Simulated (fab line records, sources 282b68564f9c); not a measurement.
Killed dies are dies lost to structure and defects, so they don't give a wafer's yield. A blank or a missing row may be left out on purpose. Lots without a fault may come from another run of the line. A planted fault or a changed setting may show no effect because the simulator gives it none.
Problem report in the 8D (eight disciplines) form, filled by code | flow rit_cmos | the parts of the form that need people (team, actions taken, sign-off) are left out

1. THE PROBLEM
M1_AL_RS at RIT_M1_RS_MEAS_01 reads a mean of 0.0675 ohm/sq on 2 wafers of 2 lots; wafers without a fault read 0.0738 ohm/sq with a standard deviation of 0.00088. That is -7.2 standard deviations from the usual mean.
The step: measures by four-point-probe.
First seen on wafer L310.4, day 5 03:35, on film_metro-01. The record holds 42 wafers of 14 lots with a number at this step. Rule for "out", or "out of limits": more than 4 standard deviations from the usual mean. The other wafers with a number count as sound.

2. WHAT IT IS AND WHAT IT IS NOT
question                    | is               | is not
which readings at this step | M1_AL_RS         | -
which lots                  | L310, L311       | L302, L303, L304, L305, L306, L307, L317, L319, L321, L322, L324, L325
which wafers of those lots  | L310.4, L311.4   | L310.1, L310.5, L311.1, L311.2
read on which gauges        | film_metro-01    | film_metro-03, film_metro-04
when                        | from day 5 03:35 | up to then (20 sound wafers); but 20 sound wafers of L311, L317, L319, L321, L322, L324, L325 came after

3. SUSPECTS, AND WHAT RULES EACH OUT
Counting: a tool at a process step up to the reading stays a suspect if it ran every lot that is out. Sound lots after the first of them don't rule it out here, since some wafers of a struck lot are sound.
- the gauge at RIT_M1_RS_MEAS_01: ruled out. All the wafers that are out were read on film_metro-01, but those of them that RIT_M1_SPUTTER_00 has rows for are out there too, on other tools.
- rtp_anneal-01 at RIT_SILICIDE_RTA_06 (time 10 s, ramp up 5 s, ramp down 10 s): kept. It ran every lot that is out, first L310 (day 5 00:52); its last sound lot up to then is L306 (day 4 09:35).
- pvd_sputter-02 at RIT_M1_SPUTTER_00 (material Al, target thk 400 nm, time 500 s): kept. It ran every lot that is out, first L310 (day 5 03:18); its last sound lot up to then is L306 (day 4 12:00). Its own readings are out on those wafers: cathode_dc_power_W.
Left after counting: rtp_anneal-01 at RIT_SILICIDE_RTA_06, pvd_sputter-02 at RIT_M1_SPUTTER_00.

4. THE CAUSE (what the simulator had put in)
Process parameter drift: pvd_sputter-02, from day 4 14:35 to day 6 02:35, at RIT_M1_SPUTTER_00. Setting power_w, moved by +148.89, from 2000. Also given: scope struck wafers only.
Counting left 2 suspects, and this tool is among them.

5. THE CHAIN OF EFFECTS, in route order
Each row: a reading whose mean over the struck wafers that have a number lies more than 3 standard deviations from the usual. Only readings for which the record gives a usual standard deviation are gone through. hours: the time from each lot's start at the first step in this table that gives one to its start at this step, as a median over the lots. sigmas: the change in usual standard deviations.
hours | step               | reading            | usual         | on struck wafers | change  | sigmas
0     | RIT_M1_SPUTTER_00  | cathode_dc_power_W | 2000.0 W      | 2148.3           | +148.3  | +99 or more
0     | RIT_M1_RS_MEAS_01  | M1_AL_RS           | 0.0738 ohm/sq | 0.0675           | -0.0063 | -7.2
6     | RIT_M1_THK_MEAS_02 | M1_AL_THK          | 391 nm        | 421              | +30     | +6.2
The process steps in it:
- RIT_M1_SPUTTER_00: material Al, target thk 400 nm, time 500 s.

6. WHAT WOULD HAVE CAUGHT IT SOONER
In this record the first reading out of limits at a measuring or inspecting step was taken at day 5 03:35, 13 hours after the fault began at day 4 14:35.
The tool's own readings at RIT_M1_SPUTTER_00 were out on every struck wafer that the step has a row for (cathode_dc_power_W): an alarm limit on them would have fired on the first of those.
Of the lots that are out (2), L311 began RIT_M1_SPUTTER_00 on pvd_sputter-02 after day 5 03:35. A hold on the tool at that time would have spared it.
